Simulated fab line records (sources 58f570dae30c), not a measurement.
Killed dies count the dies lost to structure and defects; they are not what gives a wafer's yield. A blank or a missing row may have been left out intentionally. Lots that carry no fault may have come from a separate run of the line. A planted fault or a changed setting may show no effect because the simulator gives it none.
Matching of chambers || flow berkeley cmos170 || pecvd-03 running UCB170_SPACER_CVD_00: 3 sister chambers
The step deposits SiO2 from TEOS/O2, target thk 376 nm, time 47 s. 3 wafers are shown with their chamber, then 7 later ones without.

## WAFERS PAIRED WITH THEIR CHAMBERS
{"wafer": "L895.4", "chamber": 1, "heater power w (W)": 433}
{"wafer": "L903.1", "chamber": 2, "heater power w (W)": 274}
{"wafer": "L903.2", "chamber": 0, "heater power w (W)": 241}

## WAFERS WHOSE CHAMBER IS MISSING
{"wafer": "L903.3", "heater power w (W)": 361}
{"wafer": "L907.1", "heater power w (W)": 293}
{"wafer": "L907.4", "heater power w (W)": 307}
{"wafer": "L907.6", "heater power w (W)": 414}
{"wafer": "L909.1", "heater power w (W)": 204}
{"wafer": "L909.3", "heater power w (W)": 276}
{"wafer": "L909.4", "heater power w (W)": 289}

## EACH ONE'S CHAMBER
{"wafer": "L903.3", "from the rows above": "can't be placed: 1 or 2 or 0", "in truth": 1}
{"wafer": "L907.1", "from the rows above": "can't be placed: 2 or 0", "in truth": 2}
{"wafer": "L907.4", "from the rows above": "can't be placed: 2 or 0", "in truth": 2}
{"wafer": "L907.6", "from the rows above": 1, "in truth": 1}
{"wafer": "L909.1", "from the rows above": "can't be placed: 0 or 2", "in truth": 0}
{"wafer": "L909.3", "from the rows above": "can't be placed: 2 or 0", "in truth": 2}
{"wafer": "L909.4", "from the rows above": "can't be placed: 2 or 0", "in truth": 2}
Placed correctly: 1 of 7. Not placeable from these rows: 6 (in 6, the candidates include the true chamber). Number placed wrongly: 0.
How it was worked out, from the rows above alone: a wafer's distance from a chamber is the root of the sum, over the readings, of the square of ((its reading less the chamber's mean) divided by the reading's scatter). The wafer belongs to the nearest chamber; if the next one is less than 2 further off, it can't be placed. Each chamber's mean is taken over the wafers shown for it. The scatter: root of mean squared gap, hidden wafer to nearest shown wafer, with one shown wafer a chamber.
